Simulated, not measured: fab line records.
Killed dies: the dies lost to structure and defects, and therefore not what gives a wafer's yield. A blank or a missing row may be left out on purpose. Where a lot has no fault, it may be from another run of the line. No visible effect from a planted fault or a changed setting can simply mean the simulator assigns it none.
fab line records | flow rit_cmos
record lots=6 | wafers=18 | last_day=7
route steps=202 shown NRETRO@60 PRETRO@64 GATE@75 M1@202
lots that met no fault: from a run of the same line without faults
start_h: the number of hours between the record's first day and the start of the first shown wafer of the lot | wait_h: hours since the lot's step before | " repeats the value in the row above | L1.1+2: several wafers, shown together as one row | - no value present, or no start provided | * or withheld: withheld | < > ~ a bound
route shown NAME@n: names a module that has steps shown in the file, with the first one's number in the route | usual: mean/standard deviation taken from wafers without a fault | same: alike in all rows | chamber/n: place in a boat | sites: per-site readings | _std_site: their standard deviation | _edge_site: mean of outer sites minus mean of inner sites | radius_mm: how far each site lies from the wafer's centre | mask NAME#n: copy n | behind: the most recent tool/chamber to have shaped the wafer | hold: reason for holding the lot/hours on hold/outcome of the hold | device: names the non-switching transistor (n, p or np) | end of line: tests run on the same wafers once the route is complete | step lacking rows: just its recipe | killed: dies that structure and defects cost at the first sort, which is not the same as the wafer's yield | map: a wafer's dies, marking killed ones x, the rest . and places with no die _
set.NAME: the setting as run; set.NAME@STEP: as run at that earlier step | model.NAME: the simulator's own value behind a step, which no gauge read
lots at selected steps of the route; one table per step, one row per wafer
services: a tool's chamber out of use, with start hour (start_h, from the record's first day; less than 0 if before it), hours out, and reason
## steps
# step RIT_NRETRO_HARDBAKE_07
# recipe resist=NOVOLAK | temp_c=140 | time_s=120
# step RIT_NRETRO_IMPLANT_08
# recipe species=P | energy_kev=70 | dose_cm2=1e+13 | tilt_deg=7
# step RIT_NRETRO_STRIP_09
# recipe chemistry=O2 | time_s=180 | resist=NOVOLAK | platen_temp_c=withheld | power_w=500 | pressure_mtorr=4000 | o2_flow_sccm=4000
# usual drypump_motor_current_A=5.8/0.36 | rf_refl_power_W=7.5/0.98
lot.wafer | tool            | chamber | start_h | wait_h | drypump_motor_current_A | rf_hours_counter_h | rf_refl_power_W
L485.1    | plasma_asher-02 | 0       | 51.66   | 0.1    | 5.7                     | 39                 | 7.5
L485.3    | "               | 0       | "       | "      | 5.7                     | -                  | 8.0
L485.5    | "               | 0       | "       | "      | 5.7                     | -                  | 7.6
L486.1    | plasma_asher-04 | 0       | 58.09   | 0.1    | 6.0                     | 45                 | 7.5
L486.5    | "               | 1       | "       | "      | 5.8                     | -                  | 8.4
L486.6    | "               | 0       | "       | "      | 6.0                     | -                  | 7.9
L493.1    | plasma_asher-01 | 0       | 94.34   | 0.1    | 5.2                     | 47                 | 6.8
L493.4    | "               | 0       | "       | "      | 5.2                     | -                  | 6.9
L493.6    | "               | 1       | "       | "      | 6.5                     | -                  | 7.6
L496.2    | plasma_asher-04 | 0       | 108.57  | 0.1    | 6.0                     | 50                 | 7.9
L496.3    | "               | 0       | "       | "      | 6.0                     | -                  | 7.6
L496.4    | "               | 1       | "       | "      | 5.8                     | -                  | 8.5
L501.1    | plasma_asher-04 | 1       | 131.37  | 0.1    | 5.7                     | 54                 | 8.5
L501.3    | "               | 1       | "       | "      | 5.8                     | -                  | 8.4
L501.5    | "               | 1       | "       | "      | 5.7                     | -                  | 8.2
L504.1    | plasma_asher-02 | 0       | 148.69  | 0.1    | 5.7                     | 4                  | 7.7
L504.3    | "               | 1       | "       | "      | 5.8                     | -                  | 5.6
L504.6    | "               | 1       | "       | "      | 5.8                     | -                  | 5.5
# step RIT_NRETRO_TW_MEAS_10
# usual NRETRO_TW=1067/5.9
lot.wafer | tool          | chamber | start_h | wait_h | NRETRO_TW
L485.1    | film_metro-03 | -       | 51.84   | 0.1    | 1064
L485.3    | "             | -       | "       | "      | 1068
L485.5    | "             | -       | "       | "      | 1063
L486.1    | film_metro-04 | -       | 58.27   | 0.1    | 1069
L486.5    | "             | -       | "       | "      | 1061
L486.6    | "             | -       | "       | "      | 1073
L493.1    | film_metro-03 | -       | 94.52   | 0.1    | 1071
L493.4    | "             | -       | "       | "      | 1064
L493.6    | "             | -       | "       | "      | 1060
L496.2    | film_metro-02 | -       | 108.76  | 0.1    | 1063
L496.3    | "             | -       | "       | "      | 1077
L496.4    | "             | -       | "       | "      | 1068
L501.1    | film_metro-04 | -       | 131.55  | 0.1    | 1077
L501.3    | "             | -       | "       | "      | 1076
L501.5    | "             | -       | "       | "      | 1082
L504.1    | film_metro-03 | -       | 148.87  | 0.1    | 1063
L504.3    | "             | -       | "       | "      | 1062
L504.6    | "             | -       | "       | "      | 1062
# step RIT_PRETRO_HMDS_00
# recipe prime_time_s=60 | prime_temp_c=140
# step RIT_PRETRO_COAT_01
# recipe resist=NOVOLAK | spin_rpm=2000 | resist_thk_nm=1300
# step RIT_PRETRO_SOFTBAKE_02
# recipe resist=NOVOLAK | temp_c=90 | time_s=60
# step RIT_PRETRO_EXPOSE_03
# recipe mask_id=M5 | na=0.57 | target_cd_nm=43700 | dose_mj=250
# step RIT_PRETRO_PEB_04
# recipe resist=NOVOLAK | temp_c=withheld | time_s=withheld
# step RIT_PRETRO_DEVELOP_05
# recipe resist=NOVOLAK | develop_time_s=68 | dev_temp_c=23
# step RIT_PRETRO_OVL_MEAS_06
# usual PRETRO_OVL=-0.3/1.3
lot.wafer | tool       | chamber | start_h | wait_h | PRETRO_OVL[nm]
L485.1    | overlay-02 | -       | 52.78   | -      | -1.2
L485.3    | "          | -       | "       | "      | -1.1
L485.5    | "          | -       | "       | "      | -0.5
L486.1    | overlay-02 | -       | 59.21   | -      | 0.0
L486.5    | "          | -       | "       | "      | -0.3
L486.6    | "          | -       | "       | "      | 0.6
L493.1    | overlay-01 | -       | 95.58   | -      | -0.9
L493.4    | "          | -       | "       | "      | -0.7
L493.6    | "          | -       | "       | "      | -1.1
L496.2    | overlay-01 | -       | 109.82  | -      | 2.4
L496.3    | "          | -       | "       | "      | -1.5
L496.4    | "          | -       | "       | "      | -2.4
L501.1    | overlay-01 | -       | 132.69  | -      | 0.8
L501.3    | "          | -       | "       | "      | -0.2
L501.5    | "          | -       | "       | "      | 0.3
L504.1    | overlay-02 | -       | 149.81  | -      | -1.0
L504.3    | "          | -       | "       | "      | -0.5
L504.6    | "          | -       | "       | "      | -0.3
# step RIT_PRETRO_HARDBAKE_07
# recipe resist=NOVOLAK | temp_c=140 | time_s=120
# step RIT_PRETRO_IMPLANT_08
# recipe species=B | energy_kev=45.81 | dose_cm2=1.2e+13 | tilt_deg=7
# usual faraday_current_uA=38.1/0.74
lot.wafer | tool         | chamber | start_h | wait_h | faraday_current_uA
L485.1    | implanter-02 | 0       | 53.06   | 0.2    | 37.7
L485.3    | "            | 0       | "       | "      | 38.6
L485.5    | "            | 0       | "       | "      | 37.7
L486.1    | implanter-04 | 0       | 59.49   | 0.2    | 37.1
L486.5    | "            | 0       | "       | "      | 39.1
L486.6    | "            | 0       | "       | "      | 39.6
L493.1    | implanter-04 | 0       | 95.87   | 0.2    | 37.0
L493.4    | "            | 0       | "       | "      | 38.1
L493.6    | "            | 0       | "       | "      | 39.4
L496.2    | implanter-04 | 0       | 110.12  | 0.2    | 37.8
L496.3    | "            | 0       | "       | "      | 38.7
L496.4    | "            | 0       | "       | "      | 37.6
L501.1    | implanter-02 | 0       | 133.11  | 0.3    | 38.3
L501.3    | "            | 0       | "       | "      | 37.4
L501.5    | "            | 0       | "       | "      | 37.2
L504.1    | implanter-02 | 0       | 150.09  | 0.2    | 38.1
L504.3    | "            | 0       | "       | "      | 38.8
L504.6    | "            | 0       | "       | "      | 37.5
# step RIT_PRETRO_STRIP_09
# recipe chemistry=O2 | time_s=180 | resist=NOVOLAK | platen_temp_c=withheld | power_w=500 | pressure_mtorr=4000 | o2_flow_sccm=4000
# usual drypump_motor_current_A=5.82/0.26 | rf_refl_power_W=7.6/1.2
lot.wafer | tool            | chamber | start_h | wait_h | drypump_motor_current_A | rf_hours_counter_h | rf_refl_power_W
L485.1    | plasma_asher-02 | 1       | 53.21   | 0.1    | 5.78                    | 39                 | 5.3
L485.3    | "               | 1       | "       | "      | 5.78                    | -                  | 5.5
L485.5    | "               | 1       | "       | "      | 5.78                    | -                  | 5.5
L486.1    | plasma_asher-02 | 0       | 59.64   | 0.1    | 5.71                    | 40                 | 7.4
L486.5    | "               | 1       | "       | "      | 5.76                    | -                  | 5.3
L486.6    | "               | 0       | "       | "      | 5.67                    | -                  | 7.5
L493.1    | plasma_asher-02 | 0       | 96.02   | 0.1    | 5.67                    | 44                 | 7.8
L493.4    | "               | 1       | "       | "      | 5.76                    | -                  | 5.5
L493.6    | "               | 1       | "       | "      | 5.76                    | -                  | 5.4
L496.2    | plasma_asher-04 | 1       | 110.25  | 0.1    | 5.77                    | 50                 | 8.3
L496.3    | "               | 1       | "       | "      | 5.76                    | -                  | 8.4
L496.4    | "               | 0       | "       | "      | 6.03                    | -                  | 7.5
L501.1    | plasma_asher-02 | 0       | 133.26  | 0.1    | 5.68                    | 2                  | 7.9
L501.3    | "               | 1       | "       | "      | 5.76                    | -                  | 5.3
L501.5    | "               | 1       | "       | "      | 5.79                    | -                  | 5.2
L504.1    | plasma_asher-02 | 1       | 150.24  | 0.1    | 5.79                    | 4                  | 5.5
L504.3    | "               | 0       | "       | "      | 5.69                    | -                  | 7.7
L504.6    | "               | 1       | "       | "      | 5.78                    | -                  | 5.4
# step RIT_PRETRO_TW_MEAS_10
# usual PRETRO_TW=482/4.1
lot.wafer | tool          | chamber | start_h | wait_h | PRETRO_TW
L485.1    | film_metro-02 | -       | 53.39   | 0.1    | 484
L485.3    | "             | -       | "       | "      | 486
L485.5    | "             | -       | "       | "      | 482
L486.1    | film_metro-02 | -       | 59.82   | 0.1    | 483
L486.5    | "             | -       | "       | "      | 484
L486.6    | "             | -       | "       | "      | 484
L493.1    | film_metro-02 | -       | 96.19   | 0.1    | 463
L493.4    | "             | -       | "       | "      | 465
L493.6    | "             | -       | "       | "      | 464
L496.2    | film_metro-02 | -       | 110.43  | 0.1    | 464
L496.3    | "             | -       | "       | "      | 463
L496.4    | "             | -       | "       | "      | 460
L501.1    | film_metro-01 | -       | 133.44  | 0.1    | 479
L501.3    | "             | -       | "       | "      | 478
L501.5    | "             | -       | "       | "      | 478
L504.1    | film_metro-03 | -       | 150.42  | 0.1    | 483
L504.3    | "             | -       | "       | "      | 482
L504.6    | "             | -       | "       | "      | 483
# step RIT_GATE_WET_ETCH_00
# recipe chemistry=BOE | target=SiO2 | target_depth_nm=56 | time_s=60 | dry=n2_spin | dilution=10:1 | temp_c=21.5
# step RIT_M1_PROBE_99
# usual killed_at_front_end=7/3.3 | killed_dies=7/3.3 | killed_open=3.3/1.9 | killed_short=3.6/2.1
# same gross_dies=264 | killed_at_M0_to_M3=0 | killed_at_M4_up=0 | killed_at_back_side=0 | killed_at_contacts=0 | killed_at_other=0
lot.wafer | tool      | chamber | start_h | wait_h | killed_at_front_end | killed_dies | killed_open | killed_short | model.etest.nmos_0p3.r_on_ohm_um | model.etest.nmos_0p15.drive_ua_um_range | model.etest.nmos_0p15.drive_ua_um_rim_less_centre | model.etest.nmos_0p3.drive_ua_um | model.etest.nmos_narrow.drive_ua_um | model.etest.nmos_0p3.off_log10_a_um | model.etest.diode_nplus_pwell.bv_v | model.etest.nmos_0p15.vt_v_range
L485.1    | prober-01 | -       | 81.04   | 0.1    | 7                   | 7           | 4           | 3            | 2146                             | 14.78                                   | 11.11                                             | 228.4                            | 220.1                               | -13.13                              | 5.986                              | 0.008606
L485.3    | prober-01 | -       | 81.14   | 0.2    | 3                   | 3           | 1           | 1            | 2077                             | 17.21                                   | 4.339                                             | 229.2                            | 227.7                               | -13.03                              | 6.016                              | 0.01043
L485.5    | prober-01 | -       | 81.24   | 0.2    | 8                   | 8           | 4           | 4            | 2140                             | 12.69                                   | 4.471                                             | 224                              | 223.3                               | -12.99                              | 6.009                              | 0.009593
L486.1    | prober-02 | -       | 87.56   | 0.1    | 10                  | 10          | 5           | 5            | 2066                             | 9.317                                   | 1.297                                             | 234.8                            | 226.7                               | -12.94                              | 5.982                              | 0.01037
L486.5    | prober-02 | -       | 87.76   | 0.2    | 4                   | 4           | 1           | 3            | 2100                             | 9.184                                   | 3.339                                             | 230.9                            | 223.9                               | -13.02                              | 5.972                              | 0.01096
L486.6    | prober-02 | -       | 87.81   | 0.2    | 3                   | 3           | 1           | 2            | 2106                             | 14.16                                   | -6.119                                            | 236.9                            | 229.2                               | -12.93                              | 6.01                               | 0.005437
L493.1    | prober-01 | -       | 124.04  | 0.1    | 9                   | 9           | 5           | 4            | 2112                             | 44.39                                   | -18.21                                            | 243                              | 238.3                               | -12.63                              | 6.034                              | 0.06673
L493.4    | prober-01 | -       | 124.19  | 0.2    | 11                  | 11          | 5           | 6            | 2097                             | 44.97                                   | -24.33                                            | 241.2                            | 231.1                               | -12.8                               | 6.035                              | 0.06494
L493.6    | prober-01 | -       | 124.29  | 0.2    | 4                   | 4           | 3           | 1            | 2094                             | 45.32                                   | -22.25                                            | 243.2                            | 233.6                               | -12.97                              | 6.061                              | 0.06123
L496.2    | prober-02 | -       | 139.06  | 0.1    | 6                   | 6           | 3           | 3            | 2066                             | 47.52                                   | -20.42                                            | 241.3                            | 235.8                               | -12.99                              | 6.015                              | 0.06432
L496.3    | prober-02 | -       | 139.11  | 0.2    | 2                   | 2           | 1           | 1            | 2052                             | 42                                      | -19.07                                            | 241.7                            | 235.3                               | -12.8                               | 6.037                              | 0.06498
L496.4    | prober-02 | -       | 139.16  | 0.2    | 6                   | 6           | 3           | 3            | 2031                             | 45.76                                   | -22.84                                            | 248.4                            | 242.7                               | -12.85                              | 6.026                              | 0.06418
L501.1    | prober-01 | -       | 163.08  | 0.1    | 12                  | 12          | 7           | 5            | 2148                             | 15.52                                   | 10.3                                              | 227.5                            | 226.6                               | -13                                 | 5.925                              | 0.007927
L501.3    | prober-01 | -       | 163.18  | 0.2    | 5                   | 5           | 2           | 3            | 2122                             | 17.41                                   | 1.213                                             | 233.8                            | 230.8                               | -12.92                              | 5.955                              | 0.01004
L501.5    | prober-01 | -       | 163.28  | 0.2    | 4                   | 4           | 1           | 3            | 2150                             | 14.14                                   | 11.07                                             | 225                              | 218.3                               | -13.01                              | 5.918                              | 0.01286
L504.1    | prober-02 | -       | 176.68  | 0.1    | 6                   | 6           | 2           | 4            | 2147                             | 14.12                                   | -4.547                                            | 227.4                            | 220.2                               | -12.84                              | 5.877                              | 0.006435
L504.3    | prober-02 | -       | 176.78  | 0.2    | 4                   | 4           | 1           | 3            | 2151                             | 9.307                                   | -6.728                                            | 226.3                            | 220.3                               | -12.97                              | 5.884                              | 0.007838
L504.6    | prober-02 | -       | 176.93  | 0.2    | 6                   | 6           | 1           | 5            | 2197                             | 14                                      | 7.168                                             | 221.4                            | 212.7                               | -13.03                              | 5.864                              | 0.008101
# killed by level:class
L485.1 GATE:geometric_particle:open=3 FOX2:geometric_particle:short=1 GATE:geometric_particle:short=1 REOX:geometric_particle:short=1 SPACER:geometric_particle:open=1
L485.3 GATE:geometric_particle:open=1 SPACER:geometric_particle:short=1 PRETRO:coat_microbubble_printed=1
L485.5 GATE:geometric_particle:short=2 SPACER:geometric_particle:open=2 ACTIVE:geometric_particle:short=1 FOX2:geometric_particle:open=1 GATE:geometric_particle:open=1 SPACER:geometric_particle:short=1
L486.1 GATE:geometric_particle:short=2 FOX1:geometric_particle:short=1 FOX1:geometric_particle:open=1 FOX2:geometric_particle:open=1 GATE:geometric_particle:open=1 REOX:geometric_particle:short=1 SPACER:geometric_particle:open=1 SPACER:geometric_particle:short=1
L486.5 FOX1:geometric_particle:short=2 GATE:geometric_particle:short=1 SILICIDE:geometric_particle:open=1
L486.6 FOX1:geometric_particle:short=1 GATE:geometric_particle:short=1 SPACER:geometric_particle:open=1
L493.1 FOX2:geometric_particle:open=2 GATE:geometric_particle:short=2 GATE:geometric_particle:open=2 SPACER:geometric_particle:short=2 SPACER:geometric_particle:open=1
L493.4 FOX1:geometric_particle:open=2 GATE:geometric_particle:short=2 SILICIDE:geometric_particle:short=2 FOX1:geometric_particle:short=1 FOX2:geometric_particle:short=1 FOX2:geometric_particle:open=1 GATE:geometric_particle:open=1 REOX:geometric_particle:open=1
L493.6 FOX1:geometric_particle:open=2 FOX1:geometric_particle:short=1 SPACER:geometric_particle:open=1
L496.2 GATE:geometric_particle:open=3 FOX1:geometric_particle:short=1 GATE:geometric_particle:short=1 REOX:geometric_particle:short=1
L496.3 GATE:geometric_particle:open=1 GATE:geometric_particle:short=1
L496.4 GATE:geometric_particle:short=2 FOX1:geometric_particle:open=1 GATE:geometric_particle:open=1 REOX:geometric_particle:open=1 SPACER:geometric_particle:short=1
L501.1 GATE:geometric_particle:open=2 GATE:geometric_particle:short=2 REOX:geometric_particle:open=2 SILICIDE:geometric_particle:short=2 FOX2:geometric_particle:open=1 SPACER:geometric_particle:open=1 SPACER:geometric_particle:short=1 SILICIDE:geometric_particle:open=1
L501.3 REOX:geometric_particle:open=2 FOX2:geometric_particle:short=1 GATE:geometric_particle:short=1 REOX:geometric_particle:short=1
L501.5 GATE:geometric_particle:short=2 FOX1:geometric_particle:short=1 REOX:geometric_particle:open=1
L504.1 GATE:geometric_particle:short=2 GATE:geometric_particle:open=1 REOX:geometric_particle:short=1 SPACER:geometric_particle:short=1 SILICIDE:geometric_particle:open=1
L504.3 SPACER:geometric_particle:short=2 FOX2:geometric_particle:short=1 GATE:geometric_particle:open=1
L504.6 FOX1:geometric_particle:short=2 GATE:geometric_particle:short=2 FOX2:geometric_particle:short=1 GATE:geometric_particle:open=1
## services
tool            | chamber | start_h | hours | kind
plasma_asher-04 | -       | 32.25   | 2.2   | repair
implanter-04    | -       | 38.37   | 0.7   | repair
plasma_asher-02 | -       | 108.75  | 9.0   | pm
plasma_asher-02 | 0       | 108.75  | 9.0   | vent_cycle
plasma_asher-02 | 1       | 108.75  | 9.0   | vent_cycle
plasma_asher-02 | 0       | 117.75  | -     | clean
plasma_asher-02 | 1       | 117.75  | -     | clean
plasma_asher-01 | -       | 129.07  | 1.5   | repair
implanter-04    | -       | 131.21  | 5.2   | repair
implanter-04    | -       | 138.11  | 16.1  | pm
## key
first_sign step=RIT_PRETRO_TW_MEAS_10 | reading=PRETRO_TW | direction=down | sigmas=4.6 | usual=482 | struck=463
effect none on later readings
model_effect step=RIT_M1_PROBE_99 | value=etest.nmos_0p3.r_on_ohm_um | without=2132 | struck=2075
met_at RIT_PRETRO_IMPLANT_08
struck_wafers L493.1,L493.4,L493.6,L496.2,L496.3,L496.4
tester_left_out L493,L496
onset_between 59.49 95.87
earlier_fault kind=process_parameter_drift | tool=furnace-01 | chamber=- | onset_h=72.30 | steps=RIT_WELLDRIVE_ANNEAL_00 | channel=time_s | offset=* | shape=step | end_h=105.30 | acts_in=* | stated=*
fault kind=process_parameter_drift | tool=implanter-04 | chamber=- | onset_h=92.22 | steps=RIT_PRETRO_IMPLANT_08 | channel=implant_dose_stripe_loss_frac | offset=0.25 | shape=step | end_h=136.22
# tester_left_out: of these lots the tester's yield and bins aren't shown, on N5 and GAA mostly nor the transistor test; their killed dies are dies lost to structure and defects alone, not to doping, threshold or leakage, so they don't give the yield
